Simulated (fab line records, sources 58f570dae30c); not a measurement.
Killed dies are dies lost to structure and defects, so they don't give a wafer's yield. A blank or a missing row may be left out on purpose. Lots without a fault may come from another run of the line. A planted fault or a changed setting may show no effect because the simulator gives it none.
One fault seen from 2 desks | flow berkeley_cmos170 | each desk has only its own numbers; what lay behind them comes last

THE TOOL OWNER'S DESK: pvd_sputter-04
The tool's own readings at UCB170_M3_SPUTTER_01 (material Al, target thk 900 nm, time 120 s): means of the sampled wafers that have a number, for each lot that ran on this tool. A lot is out of limits, marked OUT, if its mean lies more than 4 standard deviations from the usual mean; the brackets give that distance.
Columns: A = throttle_valve_pct at UCB170_M3_SPUTTER_01, usual 30.0 %
lot  | first seen here | A
L601 | day 8 14:38     | 30.3
L606 | day 10 10:16    | 30.2
L611 | day 10 18:02    | 29.8
L614 | day 11 19:48    | 29.8
L615 | day 12 06:22    | 30.0
This desk's finding: nothing out of limits on any of the 5 lots.

THE METROLOGY DESK
What the gauges read, lot by lot, whatever tool the lot ran on: means of the sampled wafers that have a number. A lot is out of limits, marked OUT, if its mean lies more than 4 standard deviations from the usual mean; the brackets give that distance.
Columns: A = M3_AL_RS at UCB170_M3_RS_MEAS_02, usual 0.0321 ohm/sq; B = M3_AL_THK at UCB170_M3_THK_MEAS_03, usual 904 nm
lot  | first seen here | A                | B
L601 | day 8 14:44     | 0.0319           | 901
L602 | day 9 02:20     | 0.0325           | 891
L604 | day 9 14:08     | 0.0314           | 924
L605 | day 9 19:05     | 0.0319           | 911
L607 | day 9 20:42     | 0.0323           | 901
L606 | day 10 10:22    | 0.0320           | 903
L611 | day 10 18:07    | 0.0405 (+21) OUT | 760 (-13) OUT
L612 | day 10 23:48    | 0.0322           | 906
L613 | day 11 19:07    | 0.0323           | 893
L614 | day 11 19:53    | 0.0415 (+23) OUT | 746 (-14) OUT
L616 | day 12 06:07    | 0.0318           | 910
L615 | day 12 06:29    | 0.0413 (+22) OUT | 748 (-14) OUT
L618 | day 12 07:51    | 0.0322           | 900
L617 | day 12 09:17    | 0.0319           | 909
L621 | day 14 01:28    | 0.0326           | 887
This desk's finding: out of limits on L611, L614, L615; first on L611, day 10 18:07 (M3_AL_RS at UCB170_M3_RS_MEAS_02). In limits: L601, L602, L604, L605, L607, L606, L612, L613, L616, L618, L617, L621.

PUT TOGETHER
The metrology desk could have raised an alarm at day 10 18:07, on L611, L614, L615.
The tool owner's desk saw nothing out of limits.
The tool owner's desk has L611, L614, L615 on record, within its limits.
Of the lots named, all ran UCB170_M3_SPUTTER_01 on pvd_sputter-04.

WHAT THE SIMULATOR HAD PUT IN
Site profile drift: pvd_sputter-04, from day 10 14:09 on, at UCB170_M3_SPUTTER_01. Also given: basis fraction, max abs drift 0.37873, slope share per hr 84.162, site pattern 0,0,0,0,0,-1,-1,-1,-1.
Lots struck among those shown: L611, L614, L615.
Hours from the fault's start to each desk's first reading out of limits: the metrology desk, 4.
